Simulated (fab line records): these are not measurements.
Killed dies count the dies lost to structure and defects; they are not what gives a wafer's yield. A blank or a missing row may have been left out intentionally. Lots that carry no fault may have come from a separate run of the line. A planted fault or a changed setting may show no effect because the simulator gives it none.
Split-lot trial + flow rit cmos + on a route of 202 steps: 5 lots, 23 wafers read

== THE SPLIT ==
At RIT_NRETRO_COAT_01 (resist thk 1300 nm), the setting spin rpm was moved away from the recipe's 2000 rpm on 10 of the 23 wafers read, by -7.4% to +7.3%. The other wafers ran this setting at the recipe's value.

== FROM THE SPLIT TO THE READING: what the file shows between them, 3 steps ==
- RIT_NRETRO_SOFTBAKE_02: time 60 s
- RIT_NRETRO_EXPOSE_03: exposes mask M4, target cd 43900 nm
- RIT_NRETRO_DEVELOP_05: develop time 68 s

== THE READING ==
NOVOLAK_of_NRETRO_COAT_01.thk nm (the simulator's own value, which no gauge read), in nm, at RIT_NRETRO_HARDBAKE_07 (time 120 s). No usual value for it is given in the file. Average 1139 nm, standard deviation 2.1 nm, over the 13 wafers here run with the recipe.

| wafer  | tool, chamber at the split | spin rpm as run, rpm | against the recipe | NOVOLAK_of_NRETRO_COAT_01.thk nm, nm | against lot-mates on the recipe |
|--------|----------------------------|----------------------|--------------------|--------------------------------------|---------------------------------|
| L075.2 | litho track-03, 0          | 2000                 | recipe             | 1139                                 | -                               |
| L075.3 | litho track-03, 0          | 1869                 | -6.6%              | 1175                                 | +36                             |
| L075.4 | litho track-03, 0          | 1869                 | -6.6%              | 1180                                 | +42                             |
| L075.5 | litho track-03, 0          | 1869                 | -6.6%              | 1179                                 | +40                             |
| L075.6 | litho track-03, 0          | 2000                 | recipe             | 1138                                 | -                               |
| L076.1 | litho track-03, 0          | 2000                 | recipe             | 1139                                 | -                               |
| L076.5 | litho track-03, 0          | 2000                 | recipe             | 1139                                 | -                               |
| L076.3 | litho track-03, 0          | 1852                 | -7.4%              | 1182                                 | +42                             |
| L076.4 | litho track-03, 0          | 2000                 | recipe             | 1141                                 | -                               |
| L076.6 | litho track-03, 0          | 1852                 | -7.4%              | 1180                                 | +40                             |
| L077.1 | litho track-02, 0          | 2145                 | +7.3%              | 1100                                 | -39                             |
| L077.4 | litho track-02, 0          | 2145                 | +7.3%              | 1100                                 | -39                             |
| L077.3 | litho track-02, 0          | 2000                 | recipe             | 1139                                 | -                               |
| L077.6 | litho track-02, 0          | 2000                 | recipe             | 1139                                 | -                               |
| L077.5 | litho track-02, 0          | 2145                 | +7.3%              | 1101                                 | -38                             |
| L078.1 | litho track-01, 0          | 2121                 | +6.0%              | 1104                                 | -32                             |
| L078.2 | litho track-01, 0          | 2121                 | +6.0%              | 1102                                 | -34                             |
| L078.3 | litho track-01, 0          | 2000                 | recipe             | 1137                                 | -                               |
| L078.6 | litho track-01, 0          | 2000                 | recipe             | 1137                                 | -                               |
| L078.4 | litho track-01, 0          | 2000                 | recipe             | 1135                                 | -                               |
| L079.4 | litho track-02, 0          | 2000                 | recipe             | 1141                                 | -                               |
| L079.5 | litho track-02, 0          | 2000                 | recipe             | 1142                                 | -                               |
| L079.6 | litho track-02, 0          | 2000                 | recipe             | 1143                                 | -                               |

THE FIT
A straight line over all 23 wafers: NOVOLAK_of_NRETRO_COAT_01.thk nm changes by -5.68 nm for each +1% of spin rpm; r = -1.00; the points scatter about the line by 2.2 nm.
The same after taking each lot's own level away (the mean of its wafers on the recipe; 23 wafers): -5.61 nm for each +1%; r = -1.00; scatter 1.6 nm.
That fit puts the effect of the largest move of spin rpm on the reading at 42 nm.
Across the lots, their own levels run from 1136.3 to 1142.0 nm, a range of 2.7 times the standard deviation given above.
Hence the lot-to-lot level has little effect on the slope; both slopes agree.
Check: with one of the wafers moved furthest among these (-7.4%) left out of the fit, the line predicts +42.1 nm for it against its lot-mates. It came out at +42.3 nm against them.

== OTHER SPLITS ON THESE WAFERS ==
Before the reading, these wafers also passed through other splits. Each is held against what the fit with the lots' levels taken away leaves over:
| other split on the same wafers     | wafers away from the commonest value | r with NOVOLAK_of_NRETRO_COAT_01.thk nm (lot level and that fit taken away) |
|------------------------------------|--------------------------------------|-----------------------------------------------------------------------------|
| RIT_ACTIVE_OXIDATION_01 ox time s  | 15                                   | +0.28                                                                       |
| RIT_ACTIVE_COAT_06 resist thk nm   | 9                                    | -0.40                                                                       |
| RIT_ACTIVE_STRIP_14 pressure mtorr | 10                                   | -0.18                                                                       |
| RIT_FOX2_WET_ETCH_03 time s        | 15                                   | -0.11                                                                       |
| RIT_NWELL_IMPLANT_08 energy kev    | 7                                    | +0.54                                                                       |

== THE WHOLE CHAIN: every reading that the file lists as answering this split, in the file's order ==
| step                   | what it does       | reading                                                                           | change (the file's fit)              | r (the file's) |
|------------------------|--------------------|-----------------------------------------------------------------------------------|--------------------------------------|----------------|
| RIT_NRETRO_COAT_01     | resist thk 1300 nm | NOVOLAK_of_NRETRO_COAT_01.thk nm (the simulator's own value, which no gauge read) | -6.5 nm for each +1% of the setting  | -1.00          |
| RIT_NRETRO_HARDBAKE_07 | time 120 s         | NOVOLAK_of_NRETRO_COAT_01.thk nm (the simulator's own value, which no gauge read) | -5.59 nm for each +1% of the setting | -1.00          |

== FILE'S OWN FIT ==
NOVOLAK_of_NRETRO_COAT_01.thk nm changes by -5.59 nm for each +1% of spin rpm, r = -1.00.
